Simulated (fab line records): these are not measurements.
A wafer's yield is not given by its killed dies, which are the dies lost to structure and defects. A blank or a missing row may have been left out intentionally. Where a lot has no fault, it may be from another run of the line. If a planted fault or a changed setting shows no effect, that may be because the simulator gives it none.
Which tool did it? / flow rit-cmos / 14 lots, 42 wafers sampled, at 4 steps of a route of 202

## WHAT THE GAUGES SHOWED, per wafer
RIT_FOX2_THK_MEAS_01. Usual: FOX2_OXIDE_THK gives 345 nm (standard deviation 7.3).
lot=L917; measured=day 1 20:09; on=film-metro-04; FOX2_OXIDE_THK (nm)=350 352 350; flag=
lot=L918; measured=day 2 00:34; on=film-metro-04; FOX2_OXIDE_THK (nm)=353 348 352; flag=
lot=L919; measured=day 2 04:39; on=film-metro-02; FOX2_OXIDE_THK (nm)=347 348 349; flag=
lot=L920; measured=day 2 09:25; on=film-metro-02; FOX2_OXIDE_THK (nm)=341 339 337; flag=
lot=L921; measured=day 2 15:40; on=film-metro-03; FOX2_OXIDE_THK (nm)=361 356 348; flag=
lot=L923; measured=day 3 02:21; on=film-metro-02; FOX2_OXIDE_THK (nm)=333 330 333; flag=
lot=L924; measured=day 3 07:20; on=film-metro-02; FOX2_OXIDE_THK (nm)=349 347 348; flag=
lot=L925; measured=day 3 10:47; on=film-metro-02; FOX2_OXIDE_THK (nm)=360 357 358; flag=
lot=L927; measured=day 3 20:35; on=film-metro-04; FOX2_OXIDE_THK (nm)=335 335 339; flag=
lot=L931; measured=day 4 16:30; on=film-metro-04; FOX2_OXIDE_THK (nm)=386 385 386; flag=OFF
lot=L933; measured=day 5 02:48; on=film-metro-03; FOX2_OXIDE_THK (nm)=390 389 391; flag=OFF
lot=L937; measured=day 5 22:32; on=film-metro-04; FOX2_OXIDE_THK (nm)=337 340 343; flag=
lot=L938; measured=day 6 03:28; on=film-metro-02; FOX2_OXIDE_THK (nm)=355 358 349; flag=
lot=L940; measured=day 6 16:10; on=film-metro-04; FOX2_OXIDE_THK (nm)=345 346 353; flag=

RIT_FOX2_THK_MEAS_90. Usual: FIELD_OXIDE_LEFT_1_THK gives 317 nm (standard deviation 7.3).
lot=L917; measured=day 1 21:02; on=film-metro-04; FIELD_OXIDE_LEFT_1_THK (nm)=324 325 324; flag=
lot=L918; measured=day 2 01:27; on=film-metro-02; FIELD_OXIDE_LEFT_1_THK (nm)=325 321 324; flag=
lot=L919; measured=day 2 05:32; on=film-metro-04; FIELD_OXIDE_LEFT_1_THK (nm)=320 321 322; flag=
lot=L920; measured=day 2 10:17; on=film-metro-04; FIELD_OXIDE_LEFT_1_THK (nm)=313 312 310; flag=
lot=L921; measured=day 2 16:33; on=film-metro-02; FIELD_OXIDE_LEFT_1_THK (nm)=334 329 321; flag=
lot=L923; measured=day 3 03:59; on=film-metro-03; FIELD_OXIDE_LEFT_1_THK (nm)=306 302 305; flag=
lot=L924; measured=day 3 08:13; on=film-metro-03; FIELD_OXIDE_LEFT_1_THK (nm)=321 320 320; flag=
lot=L925; measured=day 3 11:40; on=film-metro-02; FIELD_OXIDE_LEFT_1_THK (nm)=333 330 331; flag=
lot=L927; measured=day 3 21:28; on=film-metro-04; FIELD_OXIDE_LEFT_1_THK (nm)=308 309 312; flag=
lot=L931; measured=day 4 17:23; on=film-metro-03; FIELD_OXIDE_LEFT_1_THK (nm)=359 358 359; flag=OFF
lot=L933; measured=day 5 03:41; on=film-metro-02; FIELD_OXIDE_LEFT_1_THK (nm)=362 362 364; flag=OFF
lot=L937; measured=day 5 23:24; on=film-metro-04; FIELD_OXIDE_LEFT_1_THK (nm)=310 313 317; flag=
lot=L938; measured=day 6 04:27; on=film-metro-02; FIELD_OXIDE_LEFT_1_THK (nm)=328 330 322; flag=
lot=L940; measured=day 6 17:02; on=film-metro-03; FIELD_OXIDE_LEFT_1_THK (nm)=317 319 325; flag=

RIT_FOX2_THK_MEAS_91. Usual: FIELD_OXIDE_LEFT_2_THK gives 249 nm (standard deviation 7.4).
lot=L917; measured=day 2 09:50; on=film-metro-03; FIELD_OXIDE_LEFT_2_THK (nm)=256 258 256; flag=
lot=L918; measured=day 2 13:56; on=film-metro-04; FIELD_OXIDE_LEFT_2_THK (nm)=257 252 257; flag=
lot=L919; measured=day 2 17:41; on=film-metro-02; FIELD_OXIDE_LEFT_2_THK (nm)=252 254 254; flag=
lot=L920; measured=day 2 22:51; on=film-metro-03; FIELD_OXIDE_LEFT_2_THK (nm)=245 244 242; flag=
lot=L921; measured=day 3 05:01; on=film-metro-02; FIELD_OXIDE_LEFT_2_THK (nm)=266 261 253; flag=
lot=L923; measured=day 3 16:23; on=film-metro-04; FIELD_OXIDE_LEFT_2_THK (nm)=237 234 237; flag=
lot=L924; measured=day 3 20:31; on=film-metro-04; FIELD_OXIDE_LEFT_2_THK (nm)=254 254 254; flag=
lot=L925; measured=day 4 00:25; on=film-metro-03; FIELD_OXIDE_LEFT_2_THK (nm)=264 261 262; flag=
lot=L927; measured=day 4 10:14; on=film-metro-03; FIELD_OXIDE_LEFT_2_THK (nm)=240 240 244; flag=
lot=L931; measured=day 5 05:47; on=film-metro-02; FIELD_OXIDE_LEFT_2_THK (nm)=291 290 291; flag=OFF
lot=L933; measured=day 5 16:14; on=film-metro-02; FIELD_OXIDE_LEFT_2_THK (nm)=293 293 296; flag=OFF
lot=L937; measured=day 6 11:26; on=film-metro-02; FIELD_OXIDE_LEFT_2_THK (nm)=243 245 248; flag=
lot=L938; measured=day 6 16:51; on=film-metro-02; FIELD_OXIDE_LEFT_2_THK (nm)=260 263 254; flag=
lot=L940; measured=day 7 05:23; on=film-metro-02; FIELD_OXIDE_LEFT_2_THK (nm)=250 251 258; flag=

## TOOL THAT RAN EACH LOT (tool first, then ch and the chambers of the sampled wafers, then the start)
lot=L917; RIT_FOX2_OXIDATION_00=furnace-02 ch 0, day 1 18:50
lot=L918; RIT_FOX2_OXIDATION_00=furnace-02 ch 0, day 1 23:16
lot=L919; RIT_FOX2_OXIDATION_00=furnace-01 ch 0, day 2 03:19
lot=L920; RIT_FOX2_OXIDATION_00=furnace-01 ch 0, day 2 08:05
lot=L921; RIT_FOX2_OXIDATION_00=furnace-02 ch 0, day 2 14:22
lot=L923; RIT_FOX2_OXIDATION_00=furnace-01 ch 0, day 3 01:02
lot=L924; RIT_FOX2_OXIDATION_00=furnace-03 ch 0, day 3 06:02
lot=L925; RIT_FOX2_OXIDATION_00=furnace-02 ch 0, day 3 09:28
lot=L927; RIT_FOX2_OXIDATION_00=furnace-03 ch 0, day 3 19:16
lot=L931; RIT_FOX2_OXIDATION_00=furnace-01 ch 0, day 4 15:10
lot=L933; RIT_FOX2_OXIDATION_00=furnace-01 ch 0, day 5 01:29
lot=L937; RIT_FOX2_OXIDATION_00=furnace-03 ch 0, day 5 21:13
lot=L938; RIT_FOX2_OXIDATION_00=furnace-02 ch 0, day 6 02:09
lot=L940; RIT_FOX2_OXIDATION_00=furnace-03 ch 0, day 6 14:51
- RIT_FOX2_OXIDATION_00: target thk 350.7 nm, ox time 1130 s.

## AS READ BY THE TOOLS THEMSELVES (means over the sampled wafers that have a number; for cases with no such wafer, the mark the record gives instead)
RIT_FOX2_OXIDATION_00. Usual: spike-tc-centre-C 1103.3 C, standard deviation 1.6; zone-power-centre-pct 52.9 %, standard deviation 1.6; zone-power-source-pct 42 %, standard deviation 4.8.
lot=L917; tool=furnace-02; spike-tc-centre-C (C)=1103.8; zone-power-centre-pct (%)=53.2; zone-power-source-pct (%)=48; flag=
lot=L918; tool=furnace-02; spike-tc-centre-C (C)=1103.3; zone-power-centre-pct (%)=54.3; zone-power-source-pct (%)=48; flag=
lot=L919; tool=furnace-01; spike-tc-centre-C (C)=1103.7; zone-power-centre-pct (%)=51.3; zone-power-source-pct (%)=36; flag=
lot=L920; tool=furnace-01; spike-tc-centre-C (C)=1104.7; zone-power-centre-pct (%)=51.4; zone-power-source-pct (%)=36; flag=
lot=L921; tool=furnace-02; spike-tc-centre-C (C)=1103.7; zone-power-centre-pct (%)=53.7; zone-power-source-pct (%)=48; flag=
lot=L923; tool=furnace-01; spike-tc-centre-C (C)=1105.0; zone-power-centre-pct (%)=51.5; zone-power-source-pct (%)=36; flag=
lot=L924; tool=furnace-03; spike-tc-centre-C (C)=1100.6; zone-power-centre-pct (%)=55.1; zone-power-source-pct (%)=45; flag=
lot=L925; tool=furnace-02; spike-tc-centre-C (C)=1102.7; zone-power-centre-pct (%)=53.7; zone-power-source-pct (%)=48; flag=
lot=L927; tool=furnace-03; spike-tc-centre-C (C)=1102.1; zone-power-centre-pct (%)=54.2; zone-power-source-pct (%)=44; flag=
lot=L931; tool=furnace-01; spike-tc-centre-C (C)=1105.1; zone-power-centre-pct (%)=51.0; zone-power-source-pct (%)=36; flag=
lot=L933; tool=furnace-01; spike-tc-centre-C (C)=1104.4; zone-power-centre-pct (%)=51.8; zone-power-source-pct (%)=36; flag=
lot=L937; tool=furnace-03; spike-tc-centre-C (C)=1102.3; zone-power-centre-pct (%)=55.0; zone-power-source-pct (%)=45; flag=
lot=L938; tool=furnace-02; spike-tc-centre-C (C)=1103.2; zone-power-centre-pct (%)=53.7; zone-power-source-pct (%)=48; flag=
lot=L940; tool=furnace-03; spike-tc-centre-C (C)=1101.3; zone-power-centre-pct (%)=54.3; zone-power-source-pct (%)=45; flag=

## THE ANSWER, worked out from the rows above alone
Rule: take the mean of a lot's wafers that have a number; if it is more than 3 standard deviations from the usual mean, the lot is off. A lot without any number at a reading at which 4 lots or more have one is off too. The other lots that the step has rows for count as sound. First the gauges in route order, then the tools' own readings, where a lot's mean is used as printed above. The first step at which some lot is off is used, and at that step the reading that is off furthest; a lot without a number counts as furthest.
Off: L931, L933, seen at RIT_FOX2_THK_MEAS_01 (FOX2_OXIDE_THK).
If a tool, at a process step before that reading, ran all the lots that are off and no sound lot after the first of them, it fits. The gauges at RIT_FOX2_THK_MEAS_01 aren't tried: what is off there is off at RIT_FOX2_THK_MEAS_91 too, on other tools, and a gauge's error can't cause that. One candidate fits, namely furnace-01 at RIT_FOX2_OXIDATION_00. A fault onset in the window from L923 (day 3 01:02, its last sound lot) to L931 (day 4 15:10, its first lot off) fits.

## WHAT WAS PUT IN BY THE SIMULATOR
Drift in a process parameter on furnace-01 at RIT_FOX2_OXIDATION_00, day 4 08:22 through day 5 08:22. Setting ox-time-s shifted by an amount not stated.
Lots struck among those shown: L931, L933. The rule given above showed the same thing.
